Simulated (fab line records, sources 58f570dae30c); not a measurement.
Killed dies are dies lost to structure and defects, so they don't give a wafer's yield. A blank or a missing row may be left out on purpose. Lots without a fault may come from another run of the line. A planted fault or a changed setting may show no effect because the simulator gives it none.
One fault seen from 2 desks | flow berkeley_cmos170 | each desk has only its own numbers; what lay behind them comes last

THE TOOL OWNER'S DESK: rie_diel-04
The tool's own readings at UCB170_M3_ETCH_17 (etches BARC in N2/H2): means of the sampled wafers that have a number, for each lot that ran on this tool. A lot is out of limits, marked OUT, if its mean lies more than 4 standard deviations from the usual mean; the brackets give that distance.
Columns: A = bias_w at UCB170_M3_ETCH_17, usual 100.02 W; B = drypump_motor_current_A at UCB170_M3_ETCH_17, usual 5.7 A; C = oes_product_au at UCB170_M3_ETCH_17, usual 1.01 a.u.; D = throttle_valve_pct at UCB170_M3_ETCH_17, usual 13.32 %
lot  | first seen here | A                | B   | C    | D
L702 | day 8 22:24     | 100.07           | 5.8 | 0.99 | 13.56
L706 | day 9 15:11     | 99.77            | 5.8 | 1.01 | 13.31
L718 | day 12 13:14    | 108.38 (+28) OUT | 5.8 | 1.06 | 13.28
L719 | day 12 21:47    | 108.14 (+27) OUT | 5.8 | 1.03 | 13.56
This desk's finding: out of limits on L718, L719; first on L718, day 12 13:14 (bias_w at UCB170_M3_ETCH_17). In limits: L702, L706.

THE METROLOGY DESK
What the gauges read, lot by lot, whatever tool the lot ran on: means of the sampled wafers that have a number. A lot is out of limits, marked OUT, if its mean lies more than 4 standard deviations from the usual mean; the brackets give that distance.
Columns: A = cd_nm at UCB170_M3_CD_MEAS_15, usual 699.6 nm; B = M3_OVL at UCB170_M3_OVL_MEAS_16, usual -1 nm
lot  | first seen here | A     | B
L702 | day 8 22:15     | 700.0 | -4
L706 | day 9 15:02     | 696.2 | -10
L718 | day 12 13:04    | 699.3 | -7
L719 | day 12 21:38    | 700.4 | 3
L722 | day 13 12:14    | 699.6 | 6
L724 | day 14 04:18    | 699.3 | -4
This desk's finding: nothing out of limits on any of the 6 lots.

PUT TOGETHER
The tool owner's desk could have raised an alarm at day 12 13:14, on L718, L719.
The metrology desk saw nothing out of limits.
The metrology desk has L718, L719 on record, within its limits.
Of the lots named, all ran UCB170_M3_ETCH_17 on rie_diel-04.

WHAT THE SIMULATOR HAD PUT IN
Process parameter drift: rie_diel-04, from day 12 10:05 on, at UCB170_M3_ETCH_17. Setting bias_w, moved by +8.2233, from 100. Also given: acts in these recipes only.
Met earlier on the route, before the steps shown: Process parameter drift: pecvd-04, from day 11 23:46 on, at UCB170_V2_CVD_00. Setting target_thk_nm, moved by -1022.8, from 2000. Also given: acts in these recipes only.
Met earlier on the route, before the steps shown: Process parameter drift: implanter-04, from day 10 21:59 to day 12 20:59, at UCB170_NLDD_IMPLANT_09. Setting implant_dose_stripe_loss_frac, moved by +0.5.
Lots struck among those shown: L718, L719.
Hours from the fault's start to each desk's first reading out of limits: the tool owner's desk, 3.
